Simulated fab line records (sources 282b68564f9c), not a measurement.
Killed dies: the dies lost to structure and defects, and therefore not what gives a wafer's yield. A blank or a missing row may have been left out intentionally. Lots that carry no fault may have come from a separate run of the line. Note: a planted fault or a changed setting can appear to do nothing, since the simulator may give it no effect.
fab line records	flow ritCmos
[record] lots = 14	wafers = 42	lastDay = 7
route steps=202 shown ACTIVE@4 NWELL@38 M1@202
lots with no fault: from the same line, run without faults
startH: hours from the record's first day to the start of the lot's first wafer shown	waitH: hours elapsed since this lot's preceding step	" unchanged from the row above	L1.1+2: one row covering several wafers at once	- no value present, or no start provided	* or withheld: withheld	< > ~ a bound
route shown NAME@n: names a module that has steps shown in the file, with the first one's number in the route	usual: the fault-free wafers' mean and standard deviation	same: alike in all rows	chamber/n: place in a boat	sites: per-site readings	_std_site: their standard deviation	_edge_site: the outer-site mean with the inner-site mean subtracted	radiusMm: how far each site lies from the wafer's centre	mask NAME#n: copy n	behind: the tool/chamber that last shaped the wafer	hold: what put the lot on hold/how long, in hours/how the hold closed	device: the transistor (n, p or np) that didn't switch	end of line: tests run on the same wafers once the route is complete	for a step that has no rows: nothing shown but its recipe	killed: dies lost to structure and defects at the first sort, not the wafer's yield	map: a wafer's dies, marking killed ones x, the rest . and places with no die _
set.NAME: setting as actually run; set.NAME@STEP: the setting as run at that earlier step	model.NAME: the simulator's own value behind a step, which no gauge read
a sample of lots followed through the steps of the route, with each step as a table and each wafer as a row
services: the hour from which a tool's chamber was out of use, counted from the record's first day as startH (under 0 if before that day), plus the number of hours and why
[[steps]]
[step RIT_ACTIVE_CVD_03]
[recipe] material = Si3N4	targetThkNm = 150	tempC = 810	precursor = SiH2Cl2/NH3	timeS = 1500	pressureMtorr = 300	sih2cl2FlowSccm = 60	nh3FlowSccm = 150
[usual] nh3FlowSccm = 149.9/0.37
lot.wafer	tool	chamber	startH	waitH	nh3FlowSccm
L196.2	lpcvd-02	0	12.11	0.0	149.7
L196.4	"	0	"	"	149.3
L196.6	"	0	"	"	149.7
L197.3	lpcvd-01	1	17.52	0.0	150.3
L197.4	"	1	"	"	150.3
L197.5	"	1	"	"	150.0
L199.1	lpcvd-01	0	27.11	0.1	150.0
L199.4	"	0	"	"	149.8
L199.6	"	0	"	"	149.8
L201.2	lpcvd-01	1	37.94	0.0	150.1
L201.3	"	1	"	"	149.6
L201.4	"	1	"	"	149.3
L202.2	lpcvd-01	0	44.48	0.0	150.3
L202.3	"	0	"	"	150.4
L202.4	"	0	"	"	150.3
L204.3	lpcvd-02	0	52.82	0.0	149.5
L204.4	"	0	"	"	149.4
L204.6	"	0	"	"	149.6
L206.4	lpcvd-01	1	62.38	0.0	150.1
L206.5	"	1	"	"	150.4
L206.6	"	1	"	"	150.7
L207.1	lpcvd-02	1	67.81	0.5	149.7
L207.2	"	1	"	"	149.9
L207.6	"	1	"	"	150.1
L207.1	lpcvd-02	1	69.39	0.2	149.9
L207.2	"	1	"	"	149.8
L207.6	"	1	"	"	149.4
L208.1	lpcvd-02	1	72.11	0.1	151.0
L208.2	"	1	"	"	151.1
L208.6	"	1	"	"	151.1
L208.1	lpcvd-02	1	74.41	0.2	149.8
L208.2	"	1	"	"	149.8
L208.6	"	1	"	"	150.4
L209.2	lpcvd-02	0	77.31	0.2	149.7
L209.3	"	0	"	"	149.9
L209.5	"	0	"	"	149.9
L213.1	lpcvd-02	1	97.14	0.1	149.9
L213.3	"	1	"	"	150.3
L213.4	"	1	"	"	149.7
L214.1	lpcvd-02	0	104.77	0.1	149.6
L214.4	"	0	"	"	150.1
L214.5	"	0	"	"	149.7
L215.1	lpcvd-02	1	108.21	0.4	149.8
L215.4	"	1	"	"	150.0
L215.5	"	1	"	"	150.2
L218.4	lpcvd-02	0	123.92	0.0	149.7
L218.5	"	0	"	"	149.8
L218.6	"	0	"	"	150.0
[step RIT_ACTIVE_THK_MEAS_04]
[recipe] reads = Si3N4_of_ACTIVE_CVD_03
[usual] ACTIVE_NITRIDE_THK = 149.6/1.3
lot.wafer	tool	chamber	startH	waitH	ACTIVE_NITRIDE_THK[nm]
L196.2	filmMetro-03	-	13.54	0.0	148.4
L196.4	"	-	"	"	148.0
L196.6	"	-	"	"	147.4
L197.3	filmMetro-02	-	18.96	0.0	150.1
L197.4	"	-	"	"	151.3
L197.5	"	-	"	"	150.6
L199.1	filmMetro-02	-	28.53	0.0	149.0
L199.4	"	-	"	"	149.6
L199.6	"	-	"	"	148.4
L201.2	filmMetro-01	-	39.37	0.0	149.2
L201.3	"	-	"	"	149.9
L201.4	"	-	"	"	148.6
L202.2	filmMetro-03	-	45.91	0.0	148.8
L202.3	"	-	"	"	148.9
L202.4	"	-	"	"	149.1
L204.3	filmMetro-03	-	54.25	0.0	151.3
L204.4	"	-	"	"	150.9
L204.6	"	-	"	"	150.7
L206.4	filmMetro-03	-	63.83	0.0	148.3
L206.5	"	-	"	"	148.6
L206.6	"	-	"	"	149.9
L207.1	filmMetro-02	-	70.81	0.0	299.3
L207.2	"	-	"	"	298.7
L207.6	"	-	"	"	297.5
L208.1	filmMetro-02	-	76.53	0.0	300.2
L208.2	"	-	"	"	301.6
L208.6	"	-	"	"	300.4
L209.2	filmMetro-02	-	78.74	0.0	151.5
L209.3	"	-	"	"	149.3
L209.5	"	-	"	"	150.0
L213.1	filmMetro-03	-	98.56	0.0	148.6
L213.3	"	-	"	"	149.1
L213.4	"	-	"	"	147.3
L214.1	filmMetro-03	-	106.19	0.0	147.5
L214.4	"	-	"	"	147.8
L214.5	"	-	"	"	149.4
L215.1	filmMetro-03	-	109.62	0.0	151.9
L215.4	"	-	"	"	151.8
L215.5	"	-	"	"	152.0
L218.4	filmMetro-02	-	125.37	0.0	151.7
L218.5	"	-	"	"	152.1
L218.6	"	-	"	"	151.8
[step RIT_ACTIVE_ETCH_13]
[recipe] stopOn = SiO2	chemistry = SF6	target = Si3N4	timeS = 210	overEtchFrac = 0.3836	SF6_flow_sccm = 200	pressureMtorr = 260	rfW = 125	targetDepthA = 2100
[usual] drypumpMotorCurrentA = 5.7/0.52	oesProductAu = 0.822/0.014	throttleValvePct = 7.53/0.15
lot.wafer	tool	chamber	startH	waitH	drypumpMotorCurrentA	oesProductAu	rfHoursCounterH	throttleValvePct
L196.2	rieDiel-01	0	14.71	0.1	5.9	0.849	121	7.70
L196.4	"	2	"	"	6.0	0.806	3	7.39
L196.6	"	0	"	"	5.9	0.846	-	7.68
L197.3	rieDiel-01	3	20.12	0.1	5.3	0.820	4	7.60
L197.4	"	1	"	"	4.8	0.848	33	7.37
L197.5	"	2	"	"	6.0	0.810	-	7.37
L199.1	rieDiel-01	0	29.83	0.1	5.9	0.847	122	7.69
L199.4	"	1	"	"	4.8	0.838	34	7.37
L199.6	"	1	"	"	4.8	0.838	-	7.37
L201.2	rieDiel-04	2	40.66	0.1	6.1	0.826	13	7.44
L201.3	"	2	"	"	6.0	0.827	-	7.45
L201.4	"	1	"	"	5.3	0.812	-	7.70
L202.2	rieDiel-04	0	47.21	0.1	6.1	0.818	16	7.38
L202.3	"	3	"	"	5.0	0.818	55	7.45
L202.4	"	2	"	"	6.1	0.829	14	7.46
L204.3	rieDiel-04	3	55.41	0.1	5.1	0.822	55	7.44
L204.4	"	0	"	"	6.1	0.812	16	7.37
L204.6	"	0	"	"	6.1	0.822	-	7.38
L206.4	rieDiel-04	2	65.10	0.1	6.1	0.830	14	7.47
L206.5	"	3	"	"	5.0	0.821	-	7.44
L206.6	"	0	"	"	6.1	0.818	-	7.37
L207.1	rieDiel-04	1	72.73	0.1	5.3	0.984	8	7.71
L207.2	"	3	"	"	5.1	1.000	55	7.43
L207.6	"	1	"	"	5.4	0.981	-	7.72
L208.1	rieDiel-04	0	77.97	0.1	6.0	1.011	17	7.37
L208.2	"	2	"	"	6.1	1.009	14	7.46
L208.6	"	3	"	"	5.1	0.995	-	7.45
L209.2	rieDiel-02	0	79.91	0.1	5.7	0.828	83	7.67
L209.3	"	1	"	"	5.9	0.828	124	7.79
L209.5	"	0	"	"	5.7	0.821	-	7.65
L213.1	rieDiel-04	1	99.92	0.1	5.3	0.804	9	7.72
L213.3	"	2	"	"	6.1	0.828	15	7.49
L213.4	"	3	"	"	5.1	0.804	56	7.43
L214.1	rieDiel-04	1	107.37	0.1	5.3	0.806	9	7.73
L214.4	"	0	"	"	6.1	0.808	17	7.38
L214.5	"	0	"	"	6.1	0.814	-	7.36
L215.1	rieDiel-02	0	110.80	0.1	5.7	0.839	84	7.66
L215.4	"	3	"	"	6.0	0.817	53	7.42
L215.5	"	2	"	"	6.7	0.836	-	7.69
L218.4	rieDiel-02	3	126.87	0.1	6.0	0.811	-	7.42
L218.5	"	1	"	"	5.9	0.844	-	7.78
L218.6	"	2	"	"	6.7	0.832	-	7.70
[step RIT_ACTIVE_STRIP_14]
[recipe] chemistry = O2	timeS = 180	resist = NOVOLAK	platenTempC = withheld	powerW = 500	pressureMtorr = 4000	o2FlowSccm = 4000
[usual] drypumpMotorCurrentA = 5.6/0.6
lot.wafer	tool	chamber	startH	waitH	drypumpMotorCurrentA	rfHoursCounterH
L196.2	plasmaAsher-04	1	14.84	0.1	5.2	38
L196.4	"	1	"	"	5.2	-
L196.6	"	1	"	"	5.2	-
L197.3	plasmaAsher-04	1	20.31	0.1	5.2	-
L197.4	"	0	"	"	5.9	-
L197.5	"	0	"	"	5.9	-
L199.1	plasmaAsher-03	1	29.97	0.1	5.1	23
L199.4	"	1	"	"	5.1	-
L199.6	"	1	"	"	5.1	-
L201.2	plasmaAsher-03	0	40.86	0.1	6.1	24
L201.3	"	1	"	"	5.1	-
L201.4	"	0	"	"	6.2	-
L202.2	plasmaAsher-02	0	47.34	0.1	4.6	40
L202.3	"	1	"	"	6.4	-
L202.4	"	0	"	"	4.6	-
L204.3	plasmaAsher-03	0	55.60	0.1	6.1	-
L204.4	"	1	"	"	5.0	-
L204.6	"	0	"	"	6.1	-
L206.4	plasmaAsher-04	0	65.30	0.1	5.9	-
L206.5	"	0	"	"	5.9	-
L206.6	"	1	"	"	5.2	-
L207.1	plasmaAsher-03	1	72.86	0.1	5.1	27
L207.2	"	0	"	"	6.1	27
L207.6	"	0	"	"	6.1	-
L208.1	plasmaAsher-03	1	78.11	0.1	5.1	27
L208.2	"	0	"	"	6.1	27
L208.6	"	0	"	"	6.1	-
L209.2	plasmaAsher-03	1	80.04	0.1	5.1	28
L209.3	"	0	"	"	6.1	-
L209.5	"	1	"	"	5.1	-
L213.1	plasmaAsher-04	1	100.05	0.1	5.2	47
L213.3	"	0	"	"	6.0	-
L213.4	"	1	"	"	5.2	-
L214.1	plasmaAsher-04	0	107.50	0.1	5.9	48
L214.4	"	1	"	"	5.2	-
L214.5	"	0	"	"	5.9	-
L215.1	plasmaAsher-03	1	110.94	0.1	5.1	31
L215.4	"	0	"	"	6.1	-
L215.5	"	0	"	"	6.1	-
L218.4	plasmaAsher-02	1	127.00	0.1	6.4	-
L218.5	"	0	"	"	4.6	-
L218.6	"	1	"	"	6.4	-
[step RIT_NWELL_TW_MEAS_10]
[usual] NWELL_TW = 2151/11
lot.wafer	tool	chamber	startH	waitH	NWELL_TW
L196.2	filmMetro-02	-	21.47	0.1	2147
L196.4	"	-	"	"	2169
L196.6	"	-	"	"	2146
L197.3	filmMetro-01	-	27.70	0.1	2151
L197.4	"	-	"	"	2146
L197.5	"	-	"	"	2148
L199.1	filmMetro-04	-	38.45	0.1	2132
L199.4	"	-	"	"	2134
L199.6	"	-	"	"	2129
L201.2	filmMetro-04	-	48.25	0.1	2140
L201.3	"	-	"	"	2134
L201.4	"	-	"	"	2136
L202.2	filmMetro-04	-	53.45	0.1	2136
L202.3	"	-	"	"	2133
L202.4	"	-	"	"	2143
L204.3	filmMetro-04	-	61.77	0.1	2141
L204.4	"	-	"	"	2131
L204.6	"	-	"	"	2142
L206.4	filmMetro-01	-	71.53	0.1	2166
L206.5	"	-	"	"	2148
L206.6	"	-	"	"	2160
L209.2	filmMetro-01	-	87.86	0.1	2157
L209.3	"	-	"	"	2158
L209.5	"	-	"	"	2167
L213.1	filmMetro-02	-	108.97	0.1	2157
L213.3	"	-	"	"	2141
L213.4	"	-	"	"	2159
L214.1	filmMetro-02	-	114.20	0.1	2154
L214.4	"	-	"	"	2147
L214.5	"	-	"	"	2170
L215.1	filmMetro-01	-	117.74	0.1	2164
L215.4	"	-	"	"	2171
L215.5	"	-	"	"	2163
L218.4	filmMetro-02	-	132.86	0.1	2152
L218.5	"	-	"	"	2150
L218.6	"	-	"	"	2163
[step RIT_WELLDRIVE_RS_MEAS_01]
[recipe] thkMeasGauge = four-point-probe
[usual] NWELL_RS = 275.5/0.62
lot.wafer	tool	chamber	startH	waitH	NWELL_RS[ohm/sq]
L196.2	filmMetro-04	-	28.57	0.0	275.5
L196.4	"	-	"	"	274.8
L196.6	"	-	"	"	275.7
L197.3	filmMetro-01	-	34.62	0.0	274.7
L197.4	"	-	"	"	275.8
L197.5	"	-	"	"	275.4
L199.1	filmMetro-02	-	45.77	0.0	276.0
L199.4	"	-	"	"	275.3
L199.6	"	-	"	"	275.0
L201.2	filmMetro-04	-	55.16	0.0	275.4
L201.3	"	-	"	"	275.5
L201.4	"	-	"	"	274.9
L202.2	filmMetro-01	-	60.41	0.0	275.2
L202.3	"	-	"	"	276.3
L202.4	"	-	"	"	275.9
L204.3	filmMetro-04	-	68.67	0.0	276.7
L204.4	"	-	"	"	276.8
L204.6	"	-	"	"	276.6
L206.4	filmMetro-01	-	78.51	0.1	275.0
L206.5	"	-	"	"	275.4
L206.6	"	-	"	"	275.3
L209.2	filmMetro-01	-	95.30	0.0	274.2
L209.3	"	-	"	"	274.6
L209.5	"	-	"	"	274.7
L213.1	filmMetro-04	-	117.08	0.0	275.9
L213.3	"	-	"	"	275.7
L213.4	"	-	"	"	276.2
L214.1	filmMetro-01	-	122.17	0.0	275.6
L214.4	"	-	"	"	275.1
L214.5	"	-	"	"	275.1
L215.1	filmMetro-04	-	125.13	0.0	274.8
L215.4	"	-	"	"	275.7
L215.5	"	-	"	"	275.3
L218.4	filmMetro-01	-	140.28	0.1	275.3
L218.5	"	-	"	"	275.3
L218.6	"	-	"	"	275.3
[step RIT_M1_PROBE_99]
[usual] killedAtContacts = 0.1/0.23	killedAtFrontEnd = 6/3.2	killedDies = 7/3.2	killedOnRim = 1.7/1.4	killedOpen = 3.4/1.8	killedShort = 3.2/2.3
[same] grossDies = 264	killed_at_M0_to_M3 = 0	killed_at_M4_up = 0	killedAtBackSide = 0	killedAtOther = 0
lot.wafer	tool	chamber	startH	waitH	killedAtContacts	killedAtFrontEnd	killedDies	killedOnRim	killedOpen	killedShort
L196.2	prober-01	-	59.08	0.1	0	4	4	1	3	1
L196.4	prober-01	-	59.18	0.2	0	2	2	1	1	1
L196.6	prober-01	-	59.28	0.2	0	6	6	1	3	3
L197.3	prober-02	-	63.75	0.2	0	16	16	3	6	10
L197.4	prober-02	-	63.80	0.2	0	11	11	3	8	3
L197.5	prober-02	-	63.85	0.2	0	5	5	1	3	2
L199.1	prober-02	-	76.72	0.1	0	8	8	0	4	4
L199.4	prober-02	-	76.87	0.2	0	3	3	2	1	2
L199.6	prober-02	-	76.97	0.2	0	4	4	0	2	2
L201.2	prober-02	-	86.61	0.1	0	11	11	3	3	8
L201.3	prober-02	-	86.66	0.2	0	10	10	3	8	2
L201.4	prober-02	-	86.71	0.2	0	5	5	2	5	0
L202.2	prober-01	-	92.15	0.1	0	4	4	1	2	2
L202.3	prober-01	-	92.20	0.2	0	5	5	1	1	4
L202.4	prober-01	-	92.25	0.2	0	3	3	0	1	2
L204.3	prober-01	-	98.99	0.2	0	4	4	1	2	2
L204.4	prober-01	-	99.04	0.2	0	7	7	2	3	4
L204.6	prober-01	-	99.14	0.2	0	1	1	0	1	0
L206.4	prober-01	-	108.12	0.2	0	7	7	0	5	2
L206.5	prober-01	-	108.17	0.2	0	11	11	1	6	5
L206.6	prober-01	-	108.22	0.2	0	6	6	1	1	5
L207.1	prober-02	-	123.95	0.1	0	264	264	70	5	1
L207.2	prober-02	-	124.00	0.1	0	264	264	70	4	4
L207.6	prober-02	-	124.20	0.2	0	264	264	70	2	7
L209.2	prober-02	-	128.08	0.1	0	6	6	2	6	0
L209.3	prober-02	-	128.13	0.2	0	5	5	3	3	2
L209.5	prober-02	-	128.23	0.2	0	2	2	0	2	0
L208.1	prober-01	-	133.39	0.1	0	264	264	70	1	5
L208.2	prober-01	-	133.44	0.1	0	264	264	70	6	2
L208.6	prober-01	-	133.64	0.2	0	264	264	70	4	0
L213.1	prober-02	-	148.46	0.1	0	13	13	3	6	7
L213.3	prober-02	-	148.56	0.2	0	12	12	4	5	7
L213.4	prober-02	-	148.61	0.2	0	8	8	2	5	3
L214.1	prober-01	-	151.50	0.1	0	4	4	0	3	1
L214.4	prober-01	-	151.65	0.2	0	6	6	3	1	5
L214.5	prober-01	-	151.70	0.2	1	4	5	0	4	1
L215.1	prober-02	-	154.39	0.1	0	7	7	1	1	6
L215.4	prober-02	-	154.54	0.2	0	8	8	3	7	1
L215.5	prober-02	-	154.59	0.2	0	12	12	5	5	7
L218.4	prober-01	-	173.45	0.2	0	2	2	1	1	1
L218.5	prober-01	-	173.50	0.2	0	9	9	1	7	2
L218.6	prober-01	-	173.55	0.2	0	13	13	3	4	9
// killed by level:class
L196.2 GATE:geometricParticle:open=2 GATE:geometricParticle:short=1 REOX:geometricParticle:open=1
L196.4 FOX2:geometricParticle:open=1 GATE:geometricParticle:short=1
L196.6 GATE:geometricParticle:open=1 GATE:geometricParticle:short=1 REOX:geometricParticle:open=1 SPACER:geometricParticle:short=1 SILICIDE:geometricParticle:short=1 SILICIDE:geometricParticle:open=1
L197.3 SILICIDE:geometricParticle:short=5 SILICIDE:geometricParticle:open=3 FOX1:geometricParticle:short=2 REOX:geometricParticle:short=2 FOX1:geometricParticle:open=1 FOX2:geometricParticle:short=1 GATE:geometricParticle:open=1 REOX:geometricParticle:open=1
L197.4 GATE:geometricParticle:open=4 REOX:geometricParticle:open=2 FOX1:geometricParticle:short=1 REOX:geometricParticle:short=1 SPACER:geometricParticle:open=1 SILICIDE:geometricParticle:short=1 SILICIDE:geometricParticle:open=1
L197.5 FOX1:geometricParticle:open=1 FOX1:geometricParticle:short=1 GATE:geometricParticle:short=1 REOX:geometricParticle:open=1 SPACER:geometricParticle:open=1
L199.1 GATE:geometricParticle:short=4 GATE:geometricParticle:open=3 REOX:geometricParticle:open=1
L199.4 FOX1:geometricParticle:short=1 REOX:geometricParticle:short=1 REOX:geometricParticle:open=1
L199.6 GATE:geometricParticle:short=1 GATE:geometricParticle:open=1 SPACER:geometricParticle:open=1 SILICIDE:geometricParticle:short=1
L201.2 GATE:geometricParticle:short=3 SILICIDE:geometricParticle:short=3 SILICIDE:geometricParticle:open=2 FOX2:geometricParticle:short=1 REOX:geometricParticle:open=1 REOX:geometricParticle:short=1
L201.3 SILICIDE:geometricParticle:open=4 GATE:geometricParticle:open=2 FOX1:geometricParticle:open=1 FOX2:geometricParticle:short=1 REOX:geometricParticle:short=1 SPACER:geometricParticle:open=1
L201.4 GATE:geometricParticle:open=2 FOX1:geometricParticle:open=1 FOX2:geometricParticle:open=1 SILICIDE:geometricParticle:open=1
L202.2 GATE:geometricParticle:open=2 FOX1:geometricParticle:short=1 SILICIDE:geometricParticle:short=1
L202.3 GATE:geometricParticle:short=3 GATE:geometricParticle:open=1 REOX:geometricParticle:short=1
L202.4 SILICIDE:geometricParticle:short=2 SILICIDE:geometricParticle:open=1
L204.3 GATE:geometricParticle:short=1 GATE:geometricParticle:open=1 REOX:geometricParticle:short=1 REOX:geometricParticle:open=1
L204.4 FOX2:geometricParticle:open=2 SPACER:geometricParticle:short=2 FOX2:geometricParticle:short=1 REOX:geometricParticle:short=1 SPACER:geometricParticle:open=1
L204.6 GATE:geometricParticle:open=1
L206.4 FOX1:geometricParticle:open=2 GATE:geometricParticle:open=1 GATE:geometricParticle:short=1 SPACER:geometricParticle:open=1 SILICIDE:geometricParticle:open=1 SILICIDE:geometricParticle:short=1
L206.5 SILICIDE:geometricParticle:open=3 SPACER:geometricParticle:short=2 FOX1:geometricParticle:open=1 FOX2:geometricParticle:short=1 GATE:geometricParticle:short=1 GATE:geometricParticle:open=1 REOX:geometricParticle:open=1 SILICIDE:geometricParticle:short=1
L206.6 GATE:geometricParticle:short=2 SPACER:geometricParticle:short=2 GATE:geometricParticle:open=1 REOX:geometricParticle:short=1
L207.1 ACTIVE:areaEtch=258 GATE:geometricParticle:open=3 GATE:geometricParticle:short=1 REOX:geometricParticle:open=1 SILICIDE:geometricParticle:open=1
L207.2 ACTIVE:areaEtch=256 FOX1:geometricParticle:open=2 GATE:geometricParticle:short=2 FOX1:geometricParticle:short=1 FOX2:geometricParticle:open=1 GATE:geometricParticle:open=1 REOX:geometricParticle:short=1
L207.6 ACTIVE:areaEtch=255 GATE:geometricParticle:short=4 FOX1:geometricParticle:short=1 GATE:geometricParticle:open=1 REOX:geometricParticle:short=1 SILICIDE:geometricParticle:open=1 SILICIDE:geometricParticle:short=1
L209.2 FOX1:geometricParticle:open=3 GATE:geometricParticle:open=1 SPACER:geometricParticle:open=1 SILICIDE:geometricParticle:open=1
L209.3 FOX1:geometricParticle:short=1 GATE:geometricParticle:short=1 GATE:geometricParticle:open=1 REOX:geometricParticle:open=1 SPACER:geometricParticle:open=1
L209.5 SPACER:geometricParticle:open=1 SILICIDE:geometricParticle:open=1
L208.1 ACTIVE:areaEtch=258 GATE:geometricParticle:short=3 FOX1:geometricParticle:open=1 FOX1:geometricParticle:short=1 REOX:geometricParticle:short=1
L208.2 ACTIVE:areaEtch=256 GATE:geometricParticle:open=3 FOX1:geometricParticle:open=2 GATE:geometricParticle:short=1 REOX:geometricParticle:short=1 SPACER:geometricParticle:open=1
L208.6 ACTIVE:areaEtch=260 GATE:geometricParticle:open=2 REOX:geometricParticle:open=1 SILICIDE:geometricParticle:open=1
L213.1 SPACER:geometricParticle:short=4 GATE:geometricParticle:open=3 FOX1:geometricParticle:short=2 FOX1:geometricParticle:open=2 GATE:geometricParticle:short=1 SPACER:geometricParticle:open=1
L213.3 FOX1:geometricParticle:open=2 GATE:geometricParticle:short=2 GATE:geometricParticle:open=2 SPACER:geometricParticle:short=2 FOX1:geometricParticle:short=1 REOX:geometricParticle:short=1 SILICIDE:geometricParticle:open=1 SILICIDE:geometricParticle:short=1
L213.4 GATE:geometricParticle:short=3 GATE:geometricParticle:open=2 FOX1:geometricParticle:open=1 REOX:geometricParticle:open=1 SPACER:geometricParticle:open=1
L214.1 GATE:geometricParticle:open=2 REOX:geometricParticle:short=1 SILICIDE:geometricParticle:open=1
L214.4 GATE:geometricParticle:short=3 FOX1:geometricParticle:short=1 FOX1:geometricParticle:open=1 SPACER:geometricParticle:short=1
L214.5 REOX:geometricParticle:open=2 FOX1:geometricParticle:open=1 GATE:geometricParticle:open=1 CONTACT:geometricParticle:short=1
L215.1 GATE:geometricParticle:short=2 REOX:geometricParticle:short=2 FOX2:geometricParticle:open=1 SPACER:geometricParticle:short=1 SILICIDE:geometricParticle:short=1
L215.4 REOX:geometricParticle:open=3 GATE:geometricParticle:open=2 FOX1:geometricParticle:open=1 SPACER:geometricParticle:open=1 SILICIDE:geometricParticle:short=1
L215.5 GATE:geometricParticle:short=5 GATE:geometricParticle:open=4 REOX:geometricParticle:short=2 SPACER:geometricParticle:open=1
L218.4 GATE:geometricParticle:open=1 SPACER:geometricParticle:short=1
L218.5 GATE:geometricParticle:open=4 GATE:geometricParticle:short=2 REOX:geometricParticle:open=1 SPACER:geometricParticle:open=1 SILICIDE:geometricParticle:open=1
L218.6 GATE:geometricParticle:short=5 FOX1:geometricParticle:short=3 FOX1:geometricParticle:open=2 GATE:geometricParticle:open=2 SPACER:geometricParticle:short=1
[[services]]
tool	chamber	startH	hours	kind
rieDiel-02	3	-7.46	3.6	repair
plasmaAsher-03	-	-6.72	2.8	pm
rieDiel-04	3	8.24	33.4	repair
rieDiel-02	-	18.54	14.6	pm
rieDiel-04	0	40.23	6.9	repair
rieDiel-02	1	43.86	9.4	repair
plasmaAsher-04	-	52.09	2.0	repair
plasmaAsher-04	-	81.01	2.8	pm
rieDiel-04	0	81.76	17.9	repair
rieDiel-02	0	87.69	5.5	repair
rieDiel-01	-	92.12	0.7	repair
plasmaAsher-02	-	108.75	9.0	pm
plasmaAsher-02	0	108.75	9.0	ventCycle
plasmaAsher-02	1	108.75	9.0	ventCycle
plasmaAsher-03	-	111.20	2.5	repair
rieDiel-01	-	115.59	14.6	pm
plasmaAsher-02	0	117.75	-	clean
plasmaAsher-02	1	117.75	-	clean
rieDiel-02	0	125.95	1.6	repair
[[key]]
[firstSign] step = RIT_ACTIVE_CVD_03	reading = visit	direction = added
[effect] step = RIT_ACTIVE_THK_MEAS_04	reading = ACTIVE_NITRIDE_THK	direction = up	sigmas = 99+	usual = 149.6	struck = 299.6
[effect] step = RIT_ACTIVE_ETCH_13	reading = oesProductAu	direction = up	sigmas = 13	usual = 0.822	struck = 0.996
[effect] step = RIT_M1_PROBE_99	reading = killedAtFrontEnd	direction = up	sigmas = 81	usual = 6	struck = 264
[moreKillsBornAt] RIT_ACTIVE_ETCH_13@rieDiel-04 = 1543
metAt RIT_ACTIVE_CVD_03
struckLots L207,L208
laterRowsLeftOut L207.1,L207.2,L207.6,L208.1,L208.2,L208.6
testerLeftOut L207,L208
notActingAt RIT_ACTIVE_STRIP_14,RIT_NWELL_TW_MEAS_10,RIT_WELLDRIVE_RS_MEAS_01
[fault] kind = repeatedStepWhole	tool = lpcvd-01,lpcvd-02	chamber = -	onsetH = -	steps = RIT_ACTIVE_CVD_03	times = 1	scope = struckLotsOnly
// testerLeftOut: of these lots the tester's yield and bins aren't shown, on N5 and GAA mostly nor the transistor test; their killed dies are dies lost to structure and defects alone, not to doping, threshold or leakage, so they don't give the yield
// laterRowsLeftOut: the simulator's readings of these wafers behind a module that went badly wrong aren't trusted and aren't shown, but for the sort
